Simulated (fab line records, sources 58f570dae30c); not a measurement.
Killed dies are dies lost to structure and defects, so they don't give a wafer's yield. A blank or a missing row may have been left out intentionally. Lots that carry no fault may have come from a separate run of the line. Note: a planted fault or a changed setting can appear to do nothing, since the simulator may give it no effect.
Which of the tools did it? / flow berkeley-cmos170 / Sampling: 15 lots, 45 wafers, 4 of 331 route steps

WHAT EACH GAUGE READ, for each wafer
UCB170_NSD_TW_MEAS_10.
lot=L655; measured=day 6 19:47; on=film-metro-03; NSD_TW=4188 4185 4183
lot=L656; measured=day 6 19:50; on=film-metro-04; NSD_TW=4233 4247 4231
lot=L654; measured=day 6 19:58; on=film-metro-02; NSD_TW=4230 4209 4191
lot=L657; measured=day 7 08:04; on=film-metro-02; NSD_TW=4209 4213 4216
lot=L659; measured=day 8 09:59; on=film-metro-03; NSD_TW=4180 4188 4188
lot=L660; measured=day 8 10:09; on=film-metro-04; NSD_TW=4250 4259 4245
lot=L663; measured=day 8 11:19; on=film-metro-04; NSD_TW=4230 4243 4215
lot=L664; measured=day 8 11:26; on=film-metro-03; NSD_TW=4205 4185 4169
lot=L665; measured=day 8 21:38; on=film-metro-02; NSD_TW=4191 4207 4195
lot=L666; measured=day 8 21:48; on=film-metro-04; NSD_TW=4247 4220 4248
lot=L670; measured=day 10 04:00; on=film-metro-03; NSD_TW=4182 4186 4185
lot=L675; measured=day 10 17:49; on=film-metro-02; NSD_TW=4202 4211 4234
lot=L672; measured=day 10 18:13; on=film-metro-02; NSD_TW=4366 4393 4350
lot=L674; measured=day 10 18:29; on=film-metro-02; NSD_TW=4356 4363 4362
lot=L676; measured=day 11 07:08; on=film-metro-04; NSD_TW=4368 4395 4359

UCB170_SDANNEAL_RS_MEAS_03: a four-point-probe measurement.
lot=L655; measured=day 6 21:08; on=film-metro-04; NSD_RS (ohm/sq)=37.13 37.10 37.21
lot=L656; measured=day 6 21:20; on=film-metro-03; NSD_RS (ohm/sq)=37.33 37.33 37.24
lot=L654; measured=day 6 21:22; on=film-metro-02; NSD_RS (ohm/sq)=37.19 37.25 37.14
lot=L657; measured=day 7 09:35; on=film-metro-03; NSD_RS (ohm/sq)=37.08 37.04 37.11
lot=L659; measured=day 8 11:58; on=film-metro-02; NSD_RS (ohm/sq)=37.29 37.08 37.25
lot=L660; measured=day 8 12:04; on=film-metro-04; NSD_RS (ohm/sq)=37.30 37.20 37.25
lot=L663; measured=day 8 12:43; on=film-metro-03; NSD_RS (ohm/sq)=37.21 37.16 37.24
lot=L664; measured=day 8 13:00; on=film-metro-04; NSD_RS (ohm/sq)=37.23 37.41 37.33
lot=L665; measured=day 8 22:53; on=film-metro-03; NSD_RS (ohm/sq)=37.11 37.17 37.15
lot=L666; measured=day 8 23:08; on=film-metro-02; NSD_RS (ohm/sq)=37.16 37.26 37.18
lot=L670; measured=day 10 05:19; on=film-metro-02; NSD_RS (ohm/sq)=37.12 37.22 37.29
lot=L675; measured=day 10 20:42; on=film-metro-04; NSD_RS (ohm/sq)=37.36 37.32 37.39
lot=L672; measured=day 10 20:43; on=film-metro-03; NSD_RS (ohm/sq)=32.23 32.21 32.20
lot=L674; measured=day 10 21:11; on=film-metro-04; NSD_RS (ohm/sq)=32.24 32.16 32.19
lot=L676; measured=day 11 08:22; on=film-metro-02; NSD_RS (ohm/sq)=32.23 32.22 32.20

EACH LOT AND THE TOOL THAT RAN IT (in order: tool; ch and the chambers of the sampled wafers; start)
lot=L655; UCB170_NSD_IMPLANT_08=implanter-04 ch 0, day 6 19:33; UCB170_NSD_STRIP_09=plasma-asher-02 ch 0,1, day 6 19:41
lot=L656; UCB170_NSD_IMPLANT_08=implanter-01 ch 0, day 6 19:36; UCB170_NSD_STRIP_09=plasma-asher-04 ch 0,1, day 6 19:43
lot=L654; UCB170_NSD_IMPLANT_08=implanter-02 ch 0, day 6 19:43; UCB170_NSD_STRIP_09=plasma-asher-01 ch 0,1, day 6 19:52
lot=L657; UCB170_NSD_IMPLANT_08=implanter-04 ch 0, day 7 07:49; UCB170_NSD_STRIP_09=plasma-asher-01 ch 0,1, day 7 07:58
lot=L659; UCB170_NSD_IMPLANT_08=implanter-01 ch 0, day 8 09:44; UCB170_NSD_STRIP_09=plasma-asher-02 ch 0,1, day 8 09:53
lot=L660; UCB170_NSD_IMPLANT_08=implanter-01 ch 0, day 8 09:55; UCB170_NSD_STRIP_09=plasma-asher-04 ch 0,1, day 8 10:02
lot=L663; UCB170_NSD_IMPLANT_08=implanter-01 ch 0, day 8 11:07; UCB170_NSD_STRIP_09=plasma-asher-02 ch 0,1, day 8 11:13
lot=L664; UCB170_NSD_IMPLANT_08=implanter-01 ch 0, day 8 11:11; UCB170_NSD_STRIP_09=plasma-asher-01 ch 0,1, day 8 11:20
lot=L665; UCB170_NSD_IMPLANT_08=implanter-01 ch 0, day 8 21:24; UCB170_NSD_STRIP_09=plasma-asher-02 ch 0,1, day 8 21:31
lot=L666; UCB170_NSD_IMPLANT_08=implanter-01 ch 0, day 8 21:36; UCB170_NSD_STRIP_09=plasma-asher-01 ch 0,1, day 8 21:43
lot=L670; UCB170_NSD_IMPLANT_08=implanter-01 ch 0, day 10 03:45; UCB170_NSD_STRIP_09=plasma-asher-04 ch 0,1, day 10 03:54
lot=L675; UCB170_NSD_IMPLANT_08=implanter-02 ch 0, day 10 17:34; UCB170_NSD_STRIP_09=plasma-asher-01 ch 0,1, day 10 17:43
lot=L672; UCB170_NSD_IMPLANT_08=implanter-01 ch 0, day 10 17:59; UCB170_NSD_STRIP_09=plasma-asher-02 ch 0, day 10 18:06
lot=L674; UCB170_NSD_IMPLANT_08=implanter-01 ch 0, day 10 18:14; UCB170_NSD_STRIP_09=plasma-asher-01 ch 0,1, day 10 18:23
lot=L676; UCB170_NSD_IMPLANT_08=implanter-01 ch 0, day 11 06:53; UCB170_NSD_STRIP_09=plasma-asher-01 ch 0,1, day 11 07:02
- UCB170_NSD_IMPLANT_08
- UCB170_NSD_STRIP_09: strips in O2.

WHAT THE TOOLS THEMSELVES READ (means of the sampled wafers that have a number; where no wafer has one, the mark that the record gives instead)
UCB170_NSD_IMPLANT_08.
lot=L655; tool=implanter-04; beam-on-s (s)=10.02; dose-ions-cm2=3e+15; faraday-current-uA=9259
lot=L656; tool=implanter-01; beam-on-s (s)=9.92; dose-ions-cm2=3e+15; faraday-current-uA=9334
lot=L654; tool=implanter-02; beam-on-s (s)=9.99; dose-ions-cm2=3e+15; faraday-current-uA=9265
lot=L657; tool=implanter-04; beam-on-s (s)=9.92; dose-ions-cm2=3e+15; faraday-current-uA=9322
lot=L659; tool=implanter-01; beam-on-s (s)=10.05; dose-ions-cm2=3e+15; faraday-current-uA=9242
lot=L660; tool=implanter-01; beam-on-s (s)=9.90; dose-ions-cm2=3e+15; faraday-current-uA=9344
lot=L663; tool=implanter-01; beam-on-s (s)=9.95; dose-ions-cm2=3e+15; faraday-current-uA=9282
lot=L664; tool=implanter-01; beam-on-s (s)=10.10; dose-ions-cm2=3e+15; faraday-current-uA=9154
lot=L665; tool=implanter-01; beam-on-s (s)=9.90; dose-ions-cm2=3e+15; faraday-current-uA=9337
lot=L666; tool=implanter-01; beam-on-s (s)=9.95; dose-ions-cm2=3e+15; faraday-current-uA=9296
lot=L670; tool=implanter-01; beam-on-s (s)=10.05; dose-ions-cm2=3e+15; faraday-current-uA=9209
lot=L675; tool=implanter-02; beam-on-s (s)=9.85; dose-ions-cm2=3e+15; faraday-current-uA=9396
lot=L672; tool=implanter-01; beam-on-s (s)=13.02; dose-ions-cm2=4e+15; faraday-current-uA=10516
lot=L674; tool=implanter-01; beam-on-s (s)=13.32; dose-ions-cm2=4e+15; faraday-current-uA=10276
lot=L676; tool=implanter-01; beam-on-s (s)=13.22; dose-ions-cm2=4e+15; faraday-current-uA=10368

UCB170_NSD_STRIP_09.
lot=L655; tool=plasma-asher-02; drypump-motor-current-A (A)=6.33; oes-product-au (a.u.)=0.531; strip-time-to-endpoint-s (s)=35.86
lot=L656; tool=plasma-asher-04; drypump-motor-current-A (A)=5.87; oes-product-au (a.u.)=0.532; strip-time-to-endpoint-s (s)=35.86
lot=L654; tool=plasma-asher-01; drypump-motor-current-A (A)=6.07; oes-product-au (a.u.)=0.535; strip-time-to-endpoint-s (s)=35.93
lot=L657; tool=plasma-asher-01; drypump-motor-current-A (A)=6.09; oes-product-au (a.u.)=0.535; strip-time-to-endpoint-s (s)=35.83
lot=L659; tool=plasma-asher-02; drypump-motor-current-A (A)=6.35; oes-product-au (a.u.)=0.529; strip-time-to-endpoint-s (s)=35.89
lot=L660; tool=plasma-asher-04; drypump-motor-current-A (A)=5.87; oes-product-au (a.u.)=0.533; strip-time-to-endpoint-s (s)=35.81
lot=L663; tool=plasma-asher-02; drypump-motor-current-A (A)=6.09; oes-product-au (a.u.)=0.528; strip-time-to-endpoint-s (s)=35.81
lot=L664; tool=plasma-asher-01; drypump-motor-current-A (A)=6.05; oes-product-au (a.u.)=0.534; strip-time-to-endpoint-s (s)=35.75
lot=L665; tool=plasma-asher-02; drypump-motor-current-A (A)=6.11; oes-product-au (a.u.)=0.531; strip-time-to-endpoint-s (s)=35.78
lot=L666; tool=plasma-asher-01; drypump-motor-current-A (A)=6.19; oes-product-au (a.u.)=0.536; strip-time-to-endpoint-s (s)=35.92
lot=L670; tool=plasma-asher-04; drypump-motor-current-A (A)=6.04; oes-product-au (a.u.)=0.534; strip-time-to-endpoint-s (s)=35.89
lot=L675; tool=plasma-asher-01; drypump-motor-current-A (A)=6.06; oes-product-au (a.u.)=0.532; strip-time-to-endpoint-s (s)=35.72
lot=L672; tool=plasma-asher-02; drypump-motor-current-A (A)=5.88; oes-product-au (a.u.)=0.503; strip-time-to-endpoint-s (s)=39.65
lot=L674; tool=plasma-asher-01; drypump-motor-current-A (A)=6.08; oes-product-au (a.u.)=0.504; strip-time-to-endpoint-s (s)=39.64
lot=L676; tool=plasma-asher-01; drypump-motor-current-A (A)=6.17; oes-product-au (a.u.)=0.502; strip-time-to-endpoint-s (s)=39.79

THE ANSWER, worked out from the rows above alone
Rule: the usual values come from the lots themselves. The widest of any qualifying gaps counts: lots, ordered by their means at a reading, are off when they make up no more than a third of the lots, leave a main group of 4 or more, and stand apart from it by 3 or more times the standard deviation of that group's means. A main group whose means are all the same, to the digits that the tables above print for the reading, isn't used. Also off: a lot with no number at a reading for which 4 or more lots have one. Where the step has rows for the other lots, those lots are counted as sound. First the gauges in route order, then the tools' own readings, where a lot's mean is used as printed above. At the first step where some lot is off, the reading lying furthest off is the one used; lots without a number count as furthest.
Off: L672, L674, L676, at UCB170_NSD_TW_MEAS_10 (NSD_TW). The main group has a mean of 4211 with a standard deviation of 23.
A tool fits if, at a process step before that reading, it ran every lot that is off, and no sound lot after the first of them. The gauges at UCB170_NSD_TW_MEAS_10 aren't tried: what is off there is off at UCB170_NSD_IMPLANT_08 too, on other tools, and a gauge's error can't cause that. One fits: implanter-01 at UCB170_NSD_IMPLANT_08. Its last sound lot is L670 (day 10 03:45), its first lot that is off L672 (day 10 17:59): a fault that began between those two fits.
The tool's own readings at UCB170_NSD_IMPLANT_08 bear it out: on the lots that are off they differ by more than 5 times the standard deviation of the sound lots' means. beam-on-s reads 13.19 s there against 9.97 s on the sound lots; dose-ions-cm2 reads 4e+15 there against 3e+15 on the sound lots; faraday-current-uA reads 10387 there against 9287 on the sound lots.

WHAT THE SIMULATOR PUT IN
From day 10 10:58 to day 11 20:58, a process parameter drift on implanter-01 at UCB170_NSD_IMPLANT_08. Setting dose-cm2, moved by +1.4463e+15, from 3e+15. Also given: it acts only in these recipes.
Lots struck among those shown: L672, L674, L676. The rule above reached the same finding.
